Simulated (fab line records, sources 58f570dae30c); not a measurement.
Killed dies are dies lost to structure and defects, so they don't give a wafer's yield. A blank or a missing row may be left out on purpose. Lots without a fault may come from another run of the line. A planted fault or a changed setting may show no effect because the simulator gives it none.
Chamber matching | flow berkeley_cmos170 | UCB170_GATE_ETCH_15 on rie_si-01: 4 sister chambers
The step etches poly-Si in HBr/Cl2, stops on SiO2, time 56.3 s, target depth 278.2 nm. 16 wafers are shown with their chamber, then 8 later ones without.

WAFERS WITH THEIR CHAMBER
wafer  | chamber | throttle_valve_pct (%) | drypump_motor_current_A (A) | oes_product_au (a.u.)
L907.1 | 2       | 26.63                  | 6.3                         | 0.831
L907.2 | 1       | 26.54                  | 5.8                         | 0.822
L907.3 | 3       | 26.65                  | 5.9                         | 0.826
L910.1 | 3       | 26.65                  | 5.8                         | 0.821
L910.2 | 2       | 26.64                  | 6.3                         | 0.839
L910.4 | 2       | 26.61                  | 6.4                         | 0.825
L913.3 | 3       | 26.64                  | 5.9                         | 0.834
L913.4 | 1       | 26.54                  | 5.7                         | 0.823
L913.5 | 3       | 26.66                  | 5.9                         | 0.830
L912.1 | 1       | 26.55                  | 5.8                         | 0.811
L912.3 | 0       | 26.07                  | 5.8                         | 0.788
L912.6 | 1       | 26.54                  | 5.8                         | 0.814
L915.1 | 0       | 26.05                  | 5.8                         | 0.798
L915.2 | 1       | 26.54                  | 5.7                         | 0.824
L915.6 | 0       | 26.07                  | 5.8                         | 0.795
L925.1 | 2       | 26.60                  | 6.4                         | 0.840

SIGNATURES (means of the wafers above)
reading                 | chamber 0 | chamber 1 | chamber 2 | chamber 3 | scatter within a chamber
throttle_valve_pct      | 26.0633   | 26.5420   | 26.6200   | 26.6500   | 0.0114
drypump_motor_current_A | 5.800     | 5.760     | 6.350     | 5.875     | 0.0496
oes_product_au          | 0.79367   | 0.81880   | 0.83375   | 0.82775   | 0.00602
Rule: a wafer's distance from a chamber is the root of the sum, over the readings, of the square of ((its reading less the chamber's mean) divided by the reading's scatter). The wafer belongs to the nearest chamber; if the next one is less than 2 further off, it can't be placed. The scatter: the root of (the sum of the squares of (reading less its chamber's mean) over the shown wafers, divided by (wafers less chambers)).

WAFERS WITHOUT THEIR CHAMBER
wafer  | throttle_valve_pct (%) | drypump_motor_current_A (A) | oes_product_au (a.u.)
L925.2 | 26.54                  | 5.7                         | 0.824
L925.4 | 26.08                  | 5.8                         | 0.800
L928.1 | 26.61                  | 6.4                         | 0.829
L928.2 | 26.66                  | 5.9                         | 0.828
L928.4 | 26.55                  | 5.7                         | 0.824
L927.1 | 26.54                  | 5.8                         | 0.820
L927.2 | 26.08                  | 5.8                         | 0.805
L927.4 | 26.62                  | 6.4                         | 0.838

WHICH CHAMBER EACH WENT THROUGH
wafer  | from the rows above | in truth
L925.2 | 1                   | 1
L925.4 | 0                   | 0
L928.1 | 2                   | 2
L928.2 | 3                   | 3
L928.4 | 1                   | 1
L927.1 | 1                   | 1
L927.2 | 0                   | 0
L927.4 | 2                   | 2
Placed correctly: 8 of 8. Can't be placed from these rows: 0. Placed wrongly: 0.
